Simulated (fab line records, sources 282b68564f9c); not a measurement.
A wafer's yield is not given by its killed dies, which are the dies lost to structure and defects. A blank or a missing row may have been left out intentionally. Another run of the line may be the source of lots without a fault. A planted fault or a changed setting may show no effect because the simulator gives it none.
fab line records	flow ritCmos
record: lots: 5	wafers: 23
route steps=202 shown ACTIVE@2 FOX2@25 NWELL@36 PWELL@40 WELLDRIVE@50 PRETRO@65 GATE@84
startH: hours from the record's first day to the start of the lot's first wafer shown	waitH: how many hours have passed since the lot's step before this one	" same as the row above	L1.1+2: one row covering several wafers at once	- no value, or no start was given	* or withheld: withheld	< > ~ a bound
route shown NAME@n: NAME is a module with steps in the file, n the number in the route of the first one	usual: the fault-free wafers' mean and standard deviation	same: alike in all rows	chamber/n: place in a boat	sites: the reading at each site	_std_site: standard deviation of those values	_edge_site: mean of outer sites minus mean of inner sites	radiusMm: for every site, how far away it sits from the centre of the wafer	mask NAME#n: copy n	behind: tool/chamber where the wafer was last shaped	hold: the reason the lot was held/the length of the hold in hours/how it ended	device: transistor that didn't switch, given as n, p or np	end of line: the route-end tests of the same wafers	for a step that has no rows: nothing shown but its recipe	killed: not the wafer's yield, but the dies lost to structure and defects at the first sort	map: the dies of a wafer, with x for killed, . for not killed, _ for no die there
set.NAME: setting as actually run; set.NAME@STEP: the setting as run at that earlier step	model.NAME: the simulator's own value behind a step, which no gauge read
lots whose settings were changed on purpose; a table a step, a row a wafer
== steps ==
step: RIT_ACTIVE_OXIDATION_01
recipe: tempC: 1000	ambient: O2	targetThkA: 468	oxTimeS: 3360
lot.wafer	tool	chamber	startH	waitH	set.tempC	model.SiO2_of_ACTIVE_OXIDATION_01.thkNm
L074.2+6	-	-	-	0.1	977.5	36.83
L074.3	"	-	"	"	977.5	37.27
L074.4	"	-	"	"	977.5	38.12
L074.5	"	-	"	"	977.5	36.33
L076.2	furnace-02	0	20.12	0.1	1000	46.98
L076.5	"	0	"	"	1000	46.2
L076.6	"	0	"	"	1000	46.16
L077.1	-	-	-	0.1	1008	50.51
L077.3	"	-	"	"	1008	50.87
L077.4	"	-	"	"	1008	49.78
L077.5	"	-	"	"	1008	49.69
L077.6	"	-	"	"	1008	50.97
L079.1	-	-	-	0.1	1000	47.07
L079.2	"	-	"	"	1000	46.49
L079.4	"	-	"	"	1000	47.16
L079.5	"	-	"	"	1000	46.68
L079.6	"	-	"	"	1000	46.35
L082.1	-	-	-	0.3	1013	52.9
L082.2	"	-	"	"	1013	52.88
L082.4	"	-	"	"	1013	53.39
L082.5	"	-	"	"	1013	52.97
L082.6	"	-	"	"	1013	53.26
step: RIT_ACTIVE_THK_MEAS_02
recipe: reads: SiO2_of_ACTIVE_OXIDATION_01
usual: ACTIVE_OXIDE_THK: 46.7/0.68
lot.wafer	tool	chamber	startH	waitH	set.tempC@ACTIVE_OXIDATION_01	ACTIVE_OXIDE_THK[nm]
L074.2	filmMetro-03	-	-	-	977.5	36.8
L074.3	"	-	"	"	977.5	37.3
L074.4	"	-	"	"	977.5	38.1
L074.5	"	-	"	"	977.5	36.3
L074.6	"	-	"	"	977.5	36.8
L076.2	filmMetro-03	-	22.06	0.0	1000	47.0
L076.5	"	-	"	"	1000	46.2
L076.6	"	-	"	"	1000	46.1
L077.1	filmMetro-02	-	-	-	1008	50.5
L077.3	"	-	"	"	1008	50.8
L077.4	"	-	"	"	1008	49.8
L077.5	"	-	"	"	1008	49.6
L077.6	"	-	"	"	1008	51.0
L079.1	filmMetro-01	-	-	-	1000	47.1
L079.2	"	-	"	"	1000	46.5
L079.4	"	-	"	"	1000	47.2
L079.5	"	-	"	"	1000	46.7
L079.6	"	-	"	"	1000	46.3
L082.1	filmMetro-03	-	-	-	1013	52.9
L082.2	"	-	"	"	1013	52.9
L082.4	"	-	"	"	1013	53.4
L082.5	"	-	"	"	1013	52.9
L082.6	"	-	"	"	1013	53.3
step: RIT_ACTIVE_COAT_06
recipe: resist: NOVOLAK	spinRpm: 3250	resistThkNm: 1000
lot.wafer	tool	chamber	startH	waitH	set.resistThkNm	model.NOVOLAK_of_ACTIVE_COAT_06.thkNm
L074.2	lithoTrack-01	0	13.77	0.1	1000	999.5
L074.3	"	0	"	"	940.7	937.7
L074.4	"	0	"	"	940.7	939.8
L074.5	"	0	"	"	940.7	939.9
L074.6	"	0	"	"	1000	1001
L076.2+5	lithoTrack-01	0	23.77	0.1	1000	1002
L076.6	"	0	"	"	1000	997.9
L077.1	lithoTrack-03	0	28.74	0.1	1000	1003
L077.3	"	0	"	"	1000	1001
L077.4	"	0	"	"	1000	1006
L077.5	"	0	"	"	1000	1004
L077.6	"	0	"	"	1000	1002
L079.1	lithoTrack-01	0	38.74	0.1	948.5	951.4
L079.2	"	0	"	"	948.5	947.5
L079.4	"	0	"	"	1000	1000
L079.5	"	0	"	"	1000	1003
L079.6	"	0	"	"	948.5	948.5
L082.1	lithoTrack-01	0	53.95	0.1	1031	1027
L082.2	"	0	"	"	1031	1028
L082.4	"	0	"	"	1000	996.6
L082.5	"	0	"	"	1000	1000
L082.6	"	0	"	"	1031	1029
step: RIT_ACTIVE_SOFTBAKE_07
recipe: resist: NOVOLAK	tempC: 90	timeS: 60
step: RIT_ACTIVE_EXPOSE_08
recipe: maskId: M1	na: 0.6	sourceShape: conventional	sigmaOuter: 0.6	targetCdNm: 1400	doseMj: 225
step: RIT_ACTIVE_PEB_09
recipe: resist: NOVOLAK	tempC: withheld	timeS: withheld
step: RIT_ACTIVE_DEVELOP_10
recipe: resist: NOVOLAK	developTimeS: 50	devTempC: 22.52
step: RIT_ACTIVE_CD_MEAS_11
recipe: targetCdNm: 1400
usual: cdNm: 1400.9/2.6
lot.wafer	tool	chamber	startH	waitH	set.resistThkNm@ACTIVE_COAT_06	cdNm
L074.2	cdSem-01	-	14.64	-	1000	1398.5
L074.3	"	-	"	"	940.7	1391.7
L074.4	"	-	"	"	940.7	1391.1
L074.5	"	-	"	"	940.7	1393.1
L074.6	"	-	"	"	1000	1398.6
L076.2	cdSem-02	-	24.58	-	1000	1403.4
L076.5	"	-	"	"	1000	1401.9
L076.6	"	-	"	"	1000	1402.5
L077.1	cdSem-02	-	29.56	-	1000	1407.8
L077.3	"	-	"	"	1000	1404.4
L077.4	"	-	"	"	1000	1407.3
L077.5	"	-	"	"	1000	1404.3
L077.6	"	-	"	"	1000	1407.6
L079.1	cdSem-02	-	39.44	-	948.5	1395.5
L079.2	"	-	"	"	948.5	1392.3
L079.4	"	-	"	"	1000	1400.0
L079.5	"	-	"	"	1000	1399.7
L079.6	"	-	"	"	948.5	1397.6
L082.1	cdSem-02	-	54.78	-	1031	1402.6
L082.2	"	-	"	"	1031	1402.1
L082.4	"	-	"	"	1000	1399.6
L082.5	"	-	"	"	1000	1399.1
L082.6	"	-	"	"	1031	1402.3
step: RIT_ACTIVE_HARDBAKE_12
recipe: resist: NOVOLAK	tempC: 140	timeS: 60
lot.wafer	tool	chamber	startH	waitH	set.resistThkNm@ACTIVE_COAT_06	model.NOVOLAK_of_ACTIVE_COAT_06.thkNm
L074.2	lithoTrack-02	0	14.76	0.1	1000	883.4
L074.3	"	0	"	"	940.7	829.2
L074.4+5	"	0	"	"	940.7	831.1
L074.6	"	0	"	"	1000	884.4
L076.2	lithoTrack-01	0	24.71	0.1	1000	885.3
L076.5	"	0	"	"	1000	885.6
L076.6	"	0	"	"	1000	882
L077.1	lithoTrack-01	0	29.68	0.1	1000	886.7
L077.3	"	0	"	"	1000	884.9
L077.4	"	0	"	"	1000	889
L077.5	"	0	"	"	1000	887
L077.6	"	0	"	"	1000	885.7
L079.1	lithoTrack-03	0	39.56	0.1	948.5	841.3
L079.2	"	0	"	"	948.5	837.9
L079.4	"	0	"	"	1000	884.2
L079.5	"	0	"	"	1000	886.3
L079.6	"	0	"	"	948.5	838.7
L082.1	lithoTrack-01	0	54.90	0.1	1031	907.1
L082.2	"	0	"	"	1031	908.5
L082.4	"	0	"	"	1000	880.7
L082.5	"	0	"	"	1000	884.1
L082.6	"	0	"	"	1031	909.3
step: RIT_ACTIVE_ETCH_13
recipe: stopOn: SiO2	chemistry: SF6	target: Si3N4	timeS: 210	overEtchFrac: 0.4	SF6_flow_sccm: 200	pressureMtorr: 260	rfW: 125	targetDepthA: 2100
lot.wafer	tool	chamber	startH	waitH	set.pressureMtorr	set.tempC@ACTIVE_OXIDATION_01	model.SiO2_of_ACTIVE_OXIDATION_01.thkNm
L074.2+6	rieDiel-01	3	14.89	0.1	260	977.5	36.8
L074.3	"	1	"	"	260	977.5	36.88
L074.4	"	2	"	"	260	977.5	38.05
L074.5	"	0	"	"	260	977.5	35.35
L076.2	rieDiel-01	0	24.83	0.1	260	1000	45.99
L076.5	"	3	"	"	260	1000	46.17
L076.6	"	0	"	"	260	1000	45.16
L077.1	rieDiel-04	2	29.83	0.1	260	1008	49.17
L077.3	"	1	"	"	260	1008	50.87
L077.4	"	3	"	"	260	1008	49.78
L077.5	"	2	"	"	260	1008	48.36
L077.6	"	3	"	"	260	1008	50.97
L079.1	rieDiel-01	1	39.71	0.1	260	1000	46.68
L079.2	"	0	"	"	260	1000	45.5
L079.4	"	2	"	"	260	1000	47.1
L079.5	"	0	"	"	260	1000	45.71
L079.6	"	1	"	"	260	1000	45.95
L082.1	rieDiel-01	2	55.05	0.1	277.2	1013	52.26
L082.2	"	3	"	"	277.2	1013	52.27
L082.4	"	0	"	"	277.2	1013	51.83
L082.5	"	2	"	"	277.2	1013	52.33
L082.6	"	1	"	"	277.2	1013	52.29
step: RIT_ACTIVE_STRIP_14
recipe: chemistry: O2	timeS: 180	resist: NOVOLAK	platenTempC: withheld	powerW: 500	pressureMtorr: 4000	o2FlowSccm: 4000
step: RIT_ACTIVE_CD_MEAS_90
recipe: targetCdNm: 1400
usual: cdNm: 1400.9/2.6
lot.wafer	tool	chamber	startH	waitH	set.resistThkNm@ACTIVE_COAT_06	cdNm
L074.2	cdSem-01	-	15.22	0.1	1000	1398.9
L074.3	"	-	"	"	940.7	1391.6
L074.4	"	-	"	"	940.7	1391.0
L074.5	"	-	"	"	940.7	1393.1
L074.6	"	-	"	"	1000	1398.7
L076.2	cdSem-02	-	25.16	0.1	1000	1403.5
L076.5	"	-	"	"	1000	1401.8
L076.6	"	-	"	"	1000	1402.6
L077.1	cdSem-01	-	30.14	0.1	1000	1407.4
L077.3	"	-	"	"	1000	1404.2
L077.4	"	-	"	"	1000	1407.5
L077.5	"	-	"	"	1000	1403.6
L077.6	"	-	"	"	1000	1406.8
L079.1	cdSem-01	-	40.02	0.1	948.5	1395.5
L079.2	"	-	"	"	948.5	1392.2
L079.4	"	-	"	"	1000	1399.7
L079.5	"	-	"	"	1000	1399.6
L079.6	"	-	"	"	948.5	1397.2
L082.1	cdSem-02	-	55.36	0.1	1031	1402.7
L082.2	"	-	"	"	1031	1401.2
L082.4	"	-	"	"	1000	1399.8
L082.5	"	-	"	"	1000	1398.7
L082.6	"	-	"	"	1031	1402.5
step: RIT_ACTIVE_CLEAN_15
recipe: chemistry: SC1	mix: 3:3:50	timeS: 600	tempC: 75
step: RIT_ACTIVE_CLEAN_16
recipe: chemistry: dHF	dilution: 50:1	timeS: 30
step: RIT_FOX2_CLEAN_02
recipe: chemistry: dHF	dilution: 50:1	timeS: 180
step: RIT_FOX2_WET_ETCH_03
recipe: chemistry: H3PO4	target: Si3N4	targetDepthNm: 195	tempC: 165	timeS: 2700
lot.wafer	tool	chamber	startH	waitH	set.tempC@ACTIVE_OXIDATION_01	model.SiO2_of_ACTIVE_OXIDATION_01.thkNm
L074.2	wetBench-04	0	21.28	0.0	977.5	32.66
L074.3	"	0	"	"	977.5	32.78
L074.4	"	0	"	"	977.5	33.82
L074.5	"	0	"	"	977.5	31.39
L074.6	"	0	"	"	977.5	32.68
L076.2	wetBench-03	1	29.35	0.0	1000	41.04
L076.5	"	1	"	"	1000	41.21
L076.6	"	1	"	"	1000	40.3
L077.1	wetBench-04	0	34.22	0.0	1008	43.7
L077.3	"	0	"	"	1008	45.21
L077.4	"	0	"	"	1008	44.23
L077.5	"	0	"	"	1008	42.95
L077.6	"	0	"	"	1008	45.3
L079.1	wetBench-02	0	43.46	0.0	1000	41.34
L079.2	"	0	"	"	1000	40.29
L079.4	"	0	"	"	1000	41.65
L079.5	"	0	"	"	1000	40.46
L079.6	"	0	"	"	1000	40.67
L082.1	wetBench-03	3	59.52	0.0	1013	46.29
L082.2	"	3	"	"	1013	46.31
L082.4	"	3	"	"	1013	45.96
L082.5	"	3	"	"	1013	46.4
L082.6	"	3	"	"	1013	46.36
step: RIT_NWELL_IMPLANT_08
recipe: species: P	energyKev: 170	doseCm2: 5e+13	tiltDeg: 7
lot.wafer	tool	chamber	startH	waitH	set.doseCm2
L074.2+3	implanter-02	0	23.43	0.2	4.642e+13
L074.4+5+6	"	0	"	"	5e+13
L076.2+5+6	implanter-03	0	31.48	0.2	5e+13
L077.1+3	implanter-02	0	36.47	0.2	5e+13
L077.4+5+6	"	0	"	"	4.748e+13
L079.1+2+4+5+6	implanter-03	0	45.57	0.2	5e+13
L082.1+4+5	implanter-02	0	61.60	0.2	5.231e+13
L082.2+6	"	0	"	"	5e+13
step: RIT_PWELL_COAT_01
recipe: resist: NOVOLAK	spinRpm: 2000	resistThkNm: 1300
lot.wafer	tool	chamber	startH	waitH	set.resistThkNm	model.NOVOLAK_of_PWELL_COAT_01.thkNm
L074.2	lithoTrack-04	0	23.96	0.1	1248	1236
L074.3	"	0	"	"	1300	1290
L074.4+6	"	0	"	"	1248	1239
L074.5	"	0	"	"	1300	1292
L076.2	lithoTrack-01	0	32.02	0.1	1300	1298
L076.5	"	0	"	"	1300	1299
L076.6	"	0	"	"	1300	1302
L077.1	lithoTrack-04	0	37.00	0.1	1300	1298
L077.3	"	0	"	"	1300	1299
L077.4	"	0	"	"	1338	1336
L077.5	"	0	"	"	1338	1332
L077.6	"	0	"	"	1300	1302
L079.1+4	lithoTrack-01	0	46.11	0.1	1300	1301
L079.2	"	0	"	"	1321	1323
L079.5	"	0	"	"	1300	1303
L079.6	"	0	"	"	1321	1325
L082.1+6	lithoTrack-01	0	62.13	0.1	1244	1243
L082.2+5	"	0	"	"	1300	1298
L082.4	"	0	"	"	1244	1238
step: RIT_PWELL_SOFTBAKE_02
recipe: resist: NOVOLAK	tempC: 90	timeS: 60
step: RIT_PWELL_EXPOSE_03
recipe: maskId: M3	na: 0.57	targetCdNm: 43700	doseMj: 250
step: RIT_PWELL_DEVELOP_05
recipe: resist: NOVOLAK	developTimeS: 68	devTempC: 23
step: RIT_PWELL_HARDBAKE_07
recipe: resist: NOVOLAK	tempC: 140	timeS: 120
lot.wafer	tool	chamber	startH	waitH	set.resistThkNm@PWELL_COAT_01	model.NOVOLAK_of_PWELL_COAT_01.thkNm
L074.2	lithoTrack-01	0	24.92	0.1	1248	1082
L074.3	"	0	"	"	1300	1128
L074.4+6	"	0	"	"	1248	1084
L074.5	"	0	"	"	1300	1130
L076.2	lithoTrack-01	0	32.80	0.1	1300	1135
L076.5	"	0	"	"	1300	1136
L076.6	"	0	"	"	1300	1139
L077.1	lithoTrack-04	0	37.77	0.0	1300	1135
L077.3	"	0	"	"	1300	1136
L077.4	"	0	"	"	1338	1168
L077.5	"	0	"	"	1338	1164
L077.6	"	0	"	"	1300	1139
L079.1+4	lithoTrack-04	0	47.10	0.1	1300	1138
L079.2	"	0	"	"	1321	1157
L079.5	"	0	"	"	1300	1139
L079.6	"	0	"	"	1321	1159
L082.1	lithoTrack-03	0	62.90	0.0	1244	1087
L082.2+5	"	0	"	"	1300	1135
L082.4	"	0	"	"	1244	1084
L082.6	"	0	"	"	1244	1088
step: RIT_PWELL_STRIP_09
recipe: chemistry: O2	timeS: 180	resist: NOVOLAK	platenTempC: withheld	powerW: 500	pressureMtorr: 4000	o2FlowSccm: 4000
lot.wafer	tool	chamber	startH	waitH	set.o2FlowSccm
L074.2+3+5	plasmaAsher-04	0,1,1	25.28	0.1	4580
L074.4+6	"	0	"	"	4000
L076.2+5+6	plasmaAsher-02	0,0,1	33.16	0.1	4000
L077.1+4+6	plasmaAsher-03	0,0,1	38.17	0.1	3470
L077.3+5	"	1,0	"	"	4000
L079.1+2+4+5+6	plasmaAsher-03	0,1,0,0,1	47.50	0.1	4000
L082.1+2+4+5+6	plasmaAsher-03	1,0,1,0,1	63.30	0.1	4000
step: RIT_WELLDRIVE_ANNEAL_00
recipe: tempC: 1100	timeS: 14700	ambient: N2
step: RIT_WELLDRIVE_RS_MEAS_01
recipe: thkMeasGauge: four-point-probe
usual: NWELL_RS: 275.7/0.79
lot.wafer	tool	chamber	startH	waitH	set.doseCm2@NWELL_IMPLANT_08	NWELL_RS[ohm/sq]
L074.2	filmMetro-04	-	31.74	0.0	4.642e+13	287.3
L074.3	"	-	"	"	4.642e+13	287.3
L074.4	"	-	"	"	5e+13	275.3
L074.5	"	-	"	"	5e+13	274.3
L074.6	"	-	"	"	5e+13	275.0
L076.2	filmMetro-03	-	38.53	0.0	5e+13	275.9
L076.5	"	-	"	"	5e+13	275.9
L076.6	"	-	"	"	5e+13	275.9
L077.1	filmMetro-03	-	43.59	0.0	5e+13	277.1
L077.3	"	-	"	"	5e+13	276.3
L077.4	"	-	"	"	4.748e+13	286.4
L077.5	"	-	"	"	4.748e+13	286.2
L077.6	"	-	"	"	4.748e+13	285.8
L079.1	filmMetro-03	-	52.86	0.0	5e+13	276.4
L079.2	"	-	"	"	5e+13	275.6
L079.4	"	-	"	"	5e+13	276.6
L079.5	"	-	"	"	5e+13	276.2
L079.6	"	-	"	"	5e+13	275.6
L082.1	filmMetro-01	-	68.84	0.0	5.231e+13	268.6
L082.2	"	-	"	"	5e+13	275.7
L082.4	"	-	"	"	5.231e+13	268.6
L082.5	"	-	"	"	5.231e+13	268.7
L082.6	"	-	"	"	5e+13	276.8
step: RIT_PRETRO_COAT_01
recipe: resist: NOVOLAK	spinRpm: 2000	resistThkNm: 1300
lot.wafer	tool	chamber	startH	waitH	set.resistThkNm	model.NOVOLAK_of_PRETRO_COAT_01.thkNm
L074.2	lithoTrack-03	0	33.81	0.1	1355	1360
L074.3	"	0	"	"	1300	1297
L074.4	"	0	"	"	1355	1353
L074.5	"	0	"	"	1355	1357
L074.6	"	0	"	"	1300	1299
L076.2	lithoTrack-03	0	40.48	0.1	1300	1296
L076.5	"	0	"	"	1300	1298
L076.6	"	0	"	"	1300	1295
L077.1	lithoTrack-02	0	45.72	0.1	1235	1239
L077.3+6	"	0	"	"	1300	1302
L077.4	"	0	"	"	1235	1237
L077.5	"	0	"	"	1300	1306
L079.1	lithoTrack-02	0	54.93	0.1	1345	1348
L079.2	"	0	"	"	1300	1301
L079.4	"	0	"	"	1300	1302
L079.5	"	0	"	"	1300	1299
L079.6	"	0	"	"	1345	1350
L082.1	lithoTrack-03	0	70.91	0.1	1300	1300
L082.2	"	0	"	"	1300	1305
L082.4	"	0	"	"	1339	1350
L082.5	"	0	"	"	1339	1347
L082.6	"	0	"	"	1300	1306
step: RIT_PRETRO_HARDBAKE_07
recipe: resist: NOVOLAK	tempC: 140	timeS: 120
lot.wafer	tool	chamber	startH	waitH	set.tempC	set.resistThkNm@PRETRO_COAT_01	model.NOVOLAK_of_PRETRO_COAT_01.thkNm
L074.2	lithoTrack-02	0	34.71	0.1	142.5	1355	1184
L074.3	"	0	"	"	140	1300	1134
L074.4	"	0	"	"	140	1355	1182
L074.5	"	0	"	"	140	1355	1186
L074.6	"	0	"	"	142.5	1300	1132
L076.2	lithoTrack-01	0	41.41	0.1	140	1300	1134
L076.5	"	0	"	"	140	1300	1135
L076.6	"	0	"	"	140	1300	1133
L077.1	lithoTrack-02	0	46.80	0.1	141.8	1235	1082
L077.3+6	"	0	"	"	140	1300	1139
L077.4	"	0	"	"	141.8	1235	1080
L077.5	"	0	"	"	141.8	1300	1139
L079.1	lithoTrack-01	0	55.70	0.0	140	1345	1179
L079.2	"	0	"	"	143.5	1300	1133
L079.4	"	0	"	"	140	1300	1139
L079.5	"	0	"	"	143.5	1300	1131
L079.6	"	0	"	"	143.5	1345	1175
L082.1	lithoTrack-01	0	71.98	0.2	135.9	1300	1145
L082.2+6	"	0	"	"	140	1300	1142
L082.4	"	0	"	"	135.9	1339	1188
L082.5	"	0	"	"	140	1339	1177
step: RIT_GATE_CVD_08
recipe: material: poly-Si	targetThkNm: 250	tempC: 610	precursor: SiH4	timeS: 2220	pressureMtorr: 300	sih4FlowSccm: 100
lot.wafer	tool	chamber	startH	waitH	set.sih4FlowSccm	model.poly-Si_of_GATE_CVD_08.thkNm
L074.2	-	-	-	0.0	92.6	232.7
L074.3	"	-	"	"	92.6	231.7
L074.4	"	-	"	"	92.6	233
L074.5	"	-	"	"	92.6	230.1
L074.6	"	-	"	"	92.6	230.9
L076.2	lpcvd-02	1	43.90	0.0	100	252.3
L076.5	"	1	"	"	100	252.4
L076.6	"	1	"	"	100	252
L077.1+4	-	-	-	0.1	90.95	227.6
L077.3	"	-	"	"	90.95	227.7
L077.5	"	-	"	"	90.95	228.6
L077.6	"	-	"	"	90.95	226.8
L079.1	-	-	-	0.1	100	250.2
L079.2+4	"	-	"	"	100	250.1
L079.5	"	-	"	"	100	252.3
L079.6	"	-	"	"	100	249.7
L082.1	-	-	-	2.7	90.43	227.9
L082.2	"	-	"	"	90.43	228.7
L082.4	"	-	"	"	90.43	228.9
L082.5	"	-	"	"	90.43	230.4
L082.6	"	-	"	"	90.43	227.4
step: RIT_GATE_THK_MEAS_09
recipe: reads: poly-Si_of_GATE_CVD_08
usual: GATE_POLY_THK: 251.0/1.8
lot.wafer	tool	chamber	startH	waitH	set.sih4FlowSccm@GATE_CVD_08	GATE_POLY_THK[nm]
L074.2	filmMetro-02	-	-	-	92.6	232.9
L074.3	"	-	"	"	92.6	231.8
L074.4	"	-	"	"	92.6	233.0
L074.5	"	-	"	"	92.6	230.2
L074.6	"	-	"	"	92.6	230.9
L076.2	filmMetro-04	-	45.53	0.0	100	252.1
L076.5	"	-	"	"	100	252.3
L076.6	"	-	"	"	100	252.0
L077.1	filmMetro-02	-	-	-	90.95	227.7
L077.3	"	-	"	"	90.95	227.7
L077.4	"	-	"	"	90.95	227.5
L077.5	"	-	"	"	90.95	228.4
L077.6	"	-	"	"	90.95	226.9
L079.1	filmMetro-02	-	-	-	100	250.2
L079.2	"	-	"	"	100	250.3
L079.4	"	-	"	"	100	250.3
L079.5	"	-	"	"	100	252.1
L079.6	"	-	"	"	100	249.7
L082.1	filmMetro-02	-	-	-	90.43	227.9
L082.2	"	-	"	"	90.43	228.6
L082.4	"	-	"	"	90.43	229.1
L082.5	"	-	"	"	90.43	230.3
L082.6	"	-	"	"	90.43	227.4
== key ==
split: step: RIT_ACTIVE_OXIDATION_01	setting: tempC	stated: 1000	by: lot
response: step: RIT_ACTIVE_OXIDATION_01	reading: model.SiO2_of_ACTIVE_OXIDATION_01.thkNm	change: +4.45	per: 1%	r: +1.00
response: step: RIT_ACTIVE_THK_MEAS_02	reading: ACTIVE_OXIDE_THK	change: +4.46	per: 1%	r: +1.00
response: step: RIT_ACTIVE_ETCH_13	reading: model.SiO2_of_ACTIVE_OXIDATION_01.thkNm	change: +4.32	per: 1%	r: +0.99
response: step: RIT_FOX2_WET_ETCH_03	reading: model.SiO2_of_ACTIVE_OXIDATION_01.thkNm	change: +3.82	per: 1%	r: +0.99
split: step: RIT_ACTIVE_COAT_06	setting: resistThkNm	stated: 1000	by: wafer
response: step: RIT_ACTIVE_COAT_06	reading: model.NOVOLAK_of_ACTIVE_COAT_06.thkNm	change: +10.1	per: 1%	r: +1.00
response: step: RIT_ACTIVE_CD_MEAS_11	reading: cdNm	change: +1.02	per: 1%	r: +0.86
response: step: RIT_ACTIVE_HARDBAKE_12	reading: model.NOVOLAK_of_ACTIVE_COAT_06.thkNm	change: +8.88	per: 1%	r: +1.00
response: step: RIT_ACTIVE_CD_MEAS_90	reading: cdNm	change: +1.04	per: 1%	r: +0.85
split: step: RIT_ACTIVE_ETCH_13	setting: pressureMtorr	stated: 260	by: lot
response none clear
split: step: RIT_NWELL_IMPLANT_08	setting: doseCm2	stated: 5e+13	by: wafer
response: step: RIT_WELLDRIVE_RS_MEAS_01	reading: NWELL_RS	change: -1.75	per: 1%	r: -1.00
split: step: RIT_PWELL_COAT_01	setting: resistThkNm	stated: 1300	by: wafer
response: step: RIT_PWELL_COAT_01	reading: model.NOVOLAK_of_PWELL_COAT_01.thkNm	change: +12.9	per: 1%	r: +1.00
response: step: RIT_PWELL_HARDBAKE_07	reading: model.NOVOLAK_of_PWELL_COAT_01.thkNm	change: +11.1	per: 1%	r: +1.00
split: step: RIT_PWELL_STRIP_09	setting: o2FlowSccm	stated: 4000	by: wafer
response none clear
split: step: RIT_PRETRO_COAT_01	setting: resistThkNm	stated: 1300	by: wafer
response: step: RIT_PRETRO_COAT_01	reading: model.NOVOLAK_of_PRETRO_COAT_01.thkNm	change: +13.7	per: 1%	r: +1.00
response: step: RIT_PRETRO_HARDBAKE_07	reading: model.NOVOLAK_of_PRETRO_COAT_01.thkNm	change: +12.1	per: 1%	r: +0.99
split: step: RIT_PRETRO_HARDBAKE_07	setting: tempC	stated: 140	by: wafer
response none clear
split: step: RIT_GATE_CVD_08	setting: sih4FlowSccm	stated: 100	by: lot
response: step: RIT_GATE_CVD_08	reading: model.poly-Si_of_GATE_CVD_08.thkNm	change: +2.49	per: 1%	r: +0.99
response: step: RIT_GATE_THK_MEAS_09	reading: GATE_POLY_THK	change: +2.49	per: 1%	r: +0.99
